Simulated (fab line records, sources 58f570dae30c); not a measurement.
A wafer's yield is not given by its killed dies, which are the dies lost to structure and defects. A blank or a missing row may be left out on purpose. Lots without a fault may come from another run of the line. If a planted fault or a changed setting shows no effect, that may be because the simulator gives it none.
fab line records	flow berkeley-cmos170
record: lots: 13	wafers: 39	last-day: 13
route steps=331 shown CONTACT@224 M1@240 V1@256
lots that met no fault: taken from a fault-free run of the same line
start-h: the number of hours between the record's first day and the start of the first shown wafer of the lot	wait-h: time in hours since the lot's previous step	" same as the row above	L1.1+2: one row covering several wafers at once	- no value present, or no start provided	* or withheld: withheld	< > ~ a bound
route shown NAME@n: a module of which the file shows steps, and the number in the route of the first	usual: mean and standard deviation over wafers with no fault	same: alike in all rows	chamber/n: place in a boat	sites: per-site readings	_std_site: standard deviation of those values	_edge_site: mean of outer sites minus mean of inner sites	radius-mm: how far each site lies from the wafer's centre	mask NAME#n: copy n	behind: the last tool/chamber to shape the wafer	hold: what put the lot on hold/how long, in hours/how the hold closed	device: whichever transistor did not switch (one of n, p or np)	end of line: the route-end tests of the same wafers	a step without rows: its recipe alone	killed: dies lost to structure and defects at the first sort, not the wafer's yield	map: per-die view of a wafer (x killed, . not killed, _ where there is no die)
set.NAME: the setting as run; set.NAME@STEP: as run at that earlier step	model.NAME: the simulator's own value behind a step, which no gauge read
one table for each step of the route and one row for each wafer, over a sample of lots
services: a tool's chamber out of use, with start hour (start-h, from the record's first day; less than 0 if before it), hours out, and reason
== steps ==
step: UCB170_CONTACT_RTA_08
recipe: temp-c: 900	time-s: 10	ambient: N2
usual: lamp-power-pct: 24.3/1.3	wafer_temp_C_max: 904.0/0.75
lot.wafer	tool	chamber	start-h	wait-h	lamp-power-pct	wafer_temp_C_max
L875.3	rtp-anneal-02	0	178.22	0.0	23.3	904.4
L875.4	"	0	"	"	23.3	903.5
L875.5	"	0	"	"	23.3	905.3
L880.1	rtp-anneal-02	0	193.04	0.0	23.3	904.0
L880.4	"	0	"	"	23.3	904.7
L880.6	"	0	"	"	23.3	905.2
L878.1	rtp-anneal-01	0	195.35	0.0	26.0	906.0
L878.5	"	0	"	"	25.9	904.5
L878.6	"	0	"	"	25.9	904.5
L877.2	rtp-anneal-02	0	195.47	0.0	23.2	903.7
L877.4	"	0	"	"	23.3	905.4
L877.5	"	0	"	"	23.3	905.0
L879.4	rtp-anneal-01	0	195.49	0.0	25.9	903.5
L879.5	"	0	"	"	25.9	903.6
L879.6	"	0	"	"	25.9	903.2
L882.2	rtp-anneal-02	0	210.06	0.0	23.3	904.2
L882.4	"	0	"	"	23.3	903.5
L882.5	"	0	"	"	23.3	905.4
L881.1	rtp-anneal-01	0	211.45	0.0	25.9	904.1
L881.3	"	0	"	"	26.0	904.3
L881.4	"	0	"	"	25.9	902.0
L884.1	rtp-anneal-02	0	216.57	0.0	23.3	904.2
L884.2	"	0	"	"	23.3	904.1
L884.4	"	0	"	"	23.3	903.6
L892.4	rtp-anneal-02	0	262.07	0.0	23.3	902.9
L892.5	"	0	"	"	23.3	906.0
L892.6	"	0	"	"	23.3	904.9
L893.2	rtp-anneal-01	0	262.33	0.0	26.0	904.2
L893.4	"	0	"	"	26.0	904.2
L893.5	"	0	"	"	25.9	903.1
L896.1	rtp-anneal-02	0	279.44	0.0	23.3	903.9
L896.4	"	0	"	"	23.3	903.8
L896.6	"	0	"	"	23.3	904.5
L897.1	rtp-anneal-01	0	279.44	0.0	25.9	903.2
L897.3	"	0	"	"	25.9	903.8
L897.5	"	0	"	"	25.9	903.7
L898.3	rtp-anneal-02	0	283.15	0.0	23.3	903.1
L898.5	"	0	"	"	23.3	904.7
L898.6	"	0	"	"	23.3	903.7
step: UCB170_M1_THK_MEAS_02
recipe: thk-meas-gauge: xrf	reads: Al_of_M1_SPUTTER_00
usual: M1_AL_THK: 590/8.6
lot.wafer	tool	chamber	start-h	wait-h	M1_AL_THK[nm]
L875.3	film-metro-02	-	180.15	0.1	588
L875.4	"	-	"	"	602
L875.5	"	-	"	"	597
L880.1	film-metro-01	-	195.03	0.1	585
L880.4	"	-	"	"	574
L880.6	"	-	"	"	581
L878.1	film-metro-04	-	198.24	0.1	592
L878.5	"	-	"	"	595
L878.6	"	-	"	"	588
L877.2	film-metro-01	-	198.44	0.1	599
L877.4	"	-	"	"	598
L877.5	"	-	"	"	604
L879.4	film-metro-04	-	198.62	0.1	605
L879.5	"	-	"	"	604
L879.6	"	-	"	"	600
L882.2	film-metro-01	-	212.70	0.1	587
L882.4	"	-	"	"	591
L882.5	"	-	"	"	575
L881.1	film-metro-01	-	214.25	0.1	577
L881.3	"	-	"	"	584
L881.4	"	-	"	"	589
L884.1	film-metro-01	-	218.50	0.1	578
L884.2	"	-	"	"	580
L884.4	"	-	"	"	574
L892.4	film-metro-04	-	264.23	0.1	599
L892.5	"	-	"	"	595
L892.6	"	-	"	"	599
L893.2	film-metro-01	-	264.57	0.1	582
L893.4	"	-	"	"	583
L893.5	"	-	"	"	585
L896.1	film-metro-04	-	283.26	0.1	595
L896.4	"	-	"	"	603
L896.6	"	-	"	"	593
L897.1	film-metro-01	-	283.26	0.1	581
L897.3	"	-	"	"	580
L897.5	"	-	"	"	585
L898.3	film-metro-04	-	285.73	0.1	589
L898.5	"	-	"	"	597
L898.6	"	-	"	"	595
step: UCB170_M1_CD_MEAS_09
recipe: target-cd-nm: 700
usual: cd-nm: 699.9/1.3
lot.wafer	tool	chamber	start-h	wait-h	cd-nm
L875.3	cd-sem-01	-	181.07	-	698.1
L875.4	"	-	"	"	697.9
L875.5	"	-	"	"	699.4
L880.1	cd-sem-01	-	196.45	-	698.4
L880.4	"	-	"	"	697.6
L880.6	"	-	"	"	698.8
L878.1	cd-sem-02	-	200.43	-	699.9
L878.5	"	-	"	"	698.8
L878.6	"	-	"	"	699.1
L877.2	cd-sem-01	-	200.48	-	701.6
L877.4	"	-	"	"	700.4
L877.5	"	-	"	"	700.9
L879.4	cd-sem-02	-	200.67	-	700.0
L879.5	"	-	"	"	702.0
L879.6	"	-	"	"	701.4
L882.2	cd-sem-02	-	214.51	-	702.1
L882.4	"	-	"	"	702.5
L882.5	"	-	"	"	702.0
L881.1	cd-sem-02	-	215.72	-	703.9
L881.3	"	-	"	"	703.5
L881.4	"	-	"	"	701.8
L884.1	cd-sem-01	-	219.40	-	697.0
L884.2	"	-	"	"	699.2
L884.4	"	-	"	"	698.1
L892.4	cd-sem-01	-	265.17	-	699.6
L892.5	"	-	"	"	700.2
L892.6	"	-	"	"	698.9
L893.2	cd-sem-01	-	266.08	-	698.5
L893.4	"	-	"	"	698.7
L893.5	"	-	"	"	700.3
L896.1	cd-sem-02	-	285.08	-	698.8
L896.4	"	-	"	"	698.4
L896.6	"	-	"	"	698.2
L897.1	cd-sem-02	-	285.20	-	700.1
L897.3	"	-	"	"	699.8
L897.5	"	-	"	"	699.3
L898.3	cd-sem-01	-	286.85	-	700.7
L898.5	"	-	"	"	699.2
L898.6	"	-	"	"	700.1
step: UCB170_V1_CMP_02
recipe: material: SiO2	down-force-psi: 6	platen-rpm: 60	pad-velocity-m-s: 0.75398
usual: edge-zone-pressure-frac: 1.001/0.0046	motor-current-A: 15.5/1.5
lot.wafer	tool	chamber	start-h	wait-h	edge-zone-pressure-frac	motor-current-A
L875.3	cmp-01	0	186.99	0.1	1.001	13.5
L875.4	"	1	"	"	1.005	17.6
L875.5	"	3	"	"	1.004	16.3
L880.1	cmp-01	0	198.60	0.1	1.005	14.1
L880.4	"	2	"	"	1.002	15.1
L880.6	"	3	"	"	0.999	17.0
L878.1	cmp-02	2	202.63	0.1	0.996	16.0
L878.6	"	0	"	"	1.007	17.6
L878.5	"	1	"	"	1.000	12.9
L877.4	cmp-02	3	203.92	0.1	1.003	14.1
L877.2	"	1	"	"	1.000	13.8
L877.5	"	2	"	"	0.999	16.1
L879.4	cmp-01	3	204.02	0.2	1.010	16.7
L879.5	"	0	"	"	1.003	15.1
L879.6	"	1	"	"	0.996	16.7
L882.4	cmp-01	0	216.78	0.1	1.005	13.9
L882.2	"	1	"	"	0.995	18.3
L882.5	"	0	"	"	1.004	14.0
L881.3	cmp-02	2	218.06	0.0	0.995	15.6
L881.1	"	0	"	"	0.999	18.3
L881.4	"	1	"	"	0.994	13.5
L884.1	cmp-01	1	221.55	0.1	1.001	18.2
L884.4	"	2	"	"	0.999	15.9
L884.2	"	3	"	"	1.002	16.9
L892.4	cmp-01	2	267.31	0.1	1.004	14.9
L892.6	"	0	"	"	0.999	14.0
L892.5	"	1	"	"	0.995	17.0
L893.4	cmp-02	2	268.54	0.0	1.000	15.4
L893.2	"	1	"	"	0.997	12.5
L893.5	"	3	"	"	1.003	14.9
L896.1	cmp-02	1	288.44	0.1	1.003	13.2
L896.4	"	0	"	"	1.001	17.9
L896.6	"	2	"	"	1.004	15.1
L897.1	cmp-02	2	288.74	0.3	1.001	15.6
L897.3	"	3	"	"	1.004	14.5
L897.5	"	2	"	"	1.006	15.8
L898.3	cmp-02	3	290.23	0.5	1.003	15.2
L898.5	"	0	"	"	0.991	17.9
L898.6	"	1	"	"	1.004	12.9
step: UCB170_V1_THK_MEAS_04
recipe: reads: SiO2_of_V1_CVD_00
usual: V1_POLISHED_THK: 999.6/1.1
lot.wafer	tool	chamber	start-h	wait-h	V1_POLISHED_THK[nm]
L875.3	film-metro-01	-	187.33	0.1	998.7
L875.4	"	-	"	"	999.9
L875.5	"	-	"	"	999.8
L880.1	film-metro-02	-	198.97	0.1	999.9
L880.4	"	-	"	"	1001.3
L880.6	"	-	"	"	999.7
L878.1	film-metro-02	-	202.95	0.1	999.9
L878.5	"	-	"	"	1000.3
L878.6	"	-	"	"	1000.9
L877.2	film-metro-01	-	204.30	0.1	999.3
L877.4	"	-	"	"	998.9
L877.5	"	-	"	"	998.8
L879.4	film-metro-03	-	204.32	0.1	1001.1
L879.5	"	-	"	"	999.8
L879.6	"	-	"	"	1000.2
L882.2	film-metro-03	-	217.16	0.1	1000.1
L882.4	"	-	"	"	999.6
L882.5	"	-	"	"	999.5
L881.1	film-metro-02	-	218.48	0.1	1000.5
L881.3	"	-	"	"	1000.6
L881.4	"	-	"	"	998.8
L884.1	film-metro-02	-	221.92	0.1	999.3
L884.2	"	-	"	"	998.3
L884.4	"	-	"	"	1000.2
L892.4	film-metro-01	-	267.66	0.1	1000.6
L892.5	"	-	"	"	999.8
L892.6	"	-	"	"	1249.7
L893.2	film-metro-03	-	268.97	0.1	998.4
L893.4	"	-	"	"	999.2
L893.5	"	-	"	"	998.6
L896.1	film-metro-03	-	288.86	0.1	1000.0
L896.4	"	-	"	"	1001.6
L896.6	"	-	"	"	999.9
L897.1	film-metro-02	-	289.16	0.1	999.0
L897.3	"	-	"	"	1000.3
L897.5	"	-	"	"	999.7
L898.3	film-metro-02	-	290.52	0.1	998.8
L898.5	"	-	"	"	1000.5
L898.6	"	-	"	"	998.9
step: UCB170_V1_ETCH_14
recipe: chemistry: CHF3/CF4/Ar	target: SiO2	stop-on: Al	CHF3_flow_sccm: 45	cf4-flow-sccm: 15	Ar_flow_sccm: 150	pressure-mtorr: 200	rf-w: 700	target-depth-a: 12500	over-etch-frac: 0.25	time-s: 291
usual: drypump-motor-current-A: 5.7/0.54	oes-product-au: 0.868/0.013	throttle-valve-pct: 6.94/0.13
lot.wafer	tool	chamber	start-h	wait-h	drypump-motor-current-A	oes-product-au	rf-hours-counter-h	throttle-valve-pct
L875.3	rie-diel-02	1	189.37	0.0	6.7	0.851	1	6.80
L875.4	"	2	"	"	5.7	0.885	40	6.91
L875.5	"	2	"	"	5.7	0.889	-	6.89
L880.1	rie-diel-02	1	200.46	0.0	6.6	0.861	2	6.82
L880.4	"	3	"	"	6.4	0.861	13	7.16
L880.6	"	2	"	"	5.7	0.890	-	6.90
L878.1	rie-diel-01	3	204.88	0.0	4.9	0.881	22	6.98
L878.5	"	1	"	"	5.0	0.877	-	7.11
L878.6	"	0	"	"	5.9	0.869	-	6.94
L879.4	rie-diel-02	2	206.68	0.0	5.7	0.881	41	6.88
L879.5	"	3	"	"	6.3	0.854	-	7.15
L879.6	"	0	"	"	5.4	0.859	-	6.94
L877.2	rie-diel-01	1	206.78	0.0	4.9	0.875	53	7.14
L877.4	"	0	"	"	5.9	0.869	1	6.94
L877.5	"	3	"	"	4.9	0.880	-	6.97
L882.2	rie-diel-03	1	220.50	0.0	5.2	0.892	136	6.97
L882.4	"	0	"	"	5.5	0.890	28	6.97
L882.5	"	2	"	"	6.4	0.839	-	7.02
L881.1	rie-diel-02	2	220.78	0.0	5.7	0.891	41	6.89
L881.3	"	1	"	"	6.7	0.857	2	6.83
L881.4	"	0	"	"	5.4	0.856	133	6.94
L884.1	rie-diel-01	0	223.16	0.0	5.9	0.865	1	6.92
L884.2	"	1	"	"	5.0	0.873	53	7.11
L884.4	"	3	"	"	4.9	0.876	23	6.98
L892.4	rie-diel-02	2	273.51	0.1	5.7	0.883	-	6.88
L892.5	"	1	"	"	6.6	0.858	-	6.81
L892.6	"	3	"	"	6.3	0.966	-	7.15
L893.2	rie-diel-01	3	273.54	0.0	4.9	0.879	26	6.98
L893.4	"	2	"	"	5.8	0.872	14	6.69
L893.5	"	0	"	"	5.9	0.866	-	6.94
L896.1	rie-diel-03	1	291.03	0.0	5.2	0.869	1	6.97
L896.4	"	3	"	"	5.9	0.844	86	6.86
L896.6	"	0	"	"	5.4	0.892	-	6.97
L897.1	rie-diel-01	2	291.18	0.0	5.8	0.875	15	6.69
L897.3	"	3	"	"	4.9	0.887	27	6.97
L897.5	"	1	"	"	4.9	0.866	-	7.11
L898.3	rie-diel-01	2	292.45	0.0	5.8	0.874	15	6.67
L898.5	"	0	"	"	5.9	0.869	-	6.94
L898.6	"	1	"	"	4.9	0.864	-	7.11
== services ==
tool	chamber	start-h	hours	kind
cmp-02	-	157.93	6.6	pm
cmp-01	-	163.33	0.5	repair
cmp-01	-	164.50	10.5	pm
rie-diel-01	0	176.75	-	clean
rie-diel-01	0	176.75	19.8	scheduled-down
rie-diel-01	0	176.75	19.8	vent-cycle
cmp-01	-	185.31	0.9	repair
rie-diel-02	-	194.46	0.4	repair
cmp-01	-	232.00	4.0	pm
cmp-01	-	236.00	-	consumable-replace:conditioner
cmp-01	-	236.00	-	consumable-replace:pad
rie-diel-02	0	252.33	-	clean
rie-diel-02	0	252.33	33.0	scheduled-down
rie-diel-02	0	252.33	33.0	vent-cycle
rie-diel-01	1	254.76	11.1	repair
rie-diel-03	1	255.10	-	clean
rie-diel-03	1	255.10	18.6	scheduled-down
rie-diel-03	1	255.10	18.6	vent-cycle
cmp-02	-	262.60	4.7	pm
cmp-01	-	276.97	17.7	pm
rie-diel-01	2	279.27	3.0	repair
== key ==
first-sign: step: UCB170_V1_THK_MEAS_04	reading: V1_POLISHED_THK	direction: up	sigmas: 99+	usual: 999.6	struck: 1249.7
effect: step: UCB170_V1_ETCH_14	reading: oes-product-au	direction: up	sigmas: 7.3	usual: 0.868	struck: 0.966
met-at UCB170_V1_CMP_02
struck-lots L892
struck-wafers L892.6
sort-left-out L892.6
not-acting-at UCB170_CONTACT_RTA_08,UCB170_M1_THK_MEAS_02,UCB170_M1_CD_MEAS_09
onset-between 216.78 267.31
fault: kind: process-parameter-drift	tool: cmp-01	chamber: 0	onset-h: 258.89	steps: UCB170_V1_CMP_02	channel: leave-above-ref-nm	offset: 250	shape: step	end-h: 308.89	acts-in: these-recipes-only	stated: 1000
sort-left-out: the simulated sort isn't trusted on such a fault, so these wafers' sort isn't shown, and their yield isn't known
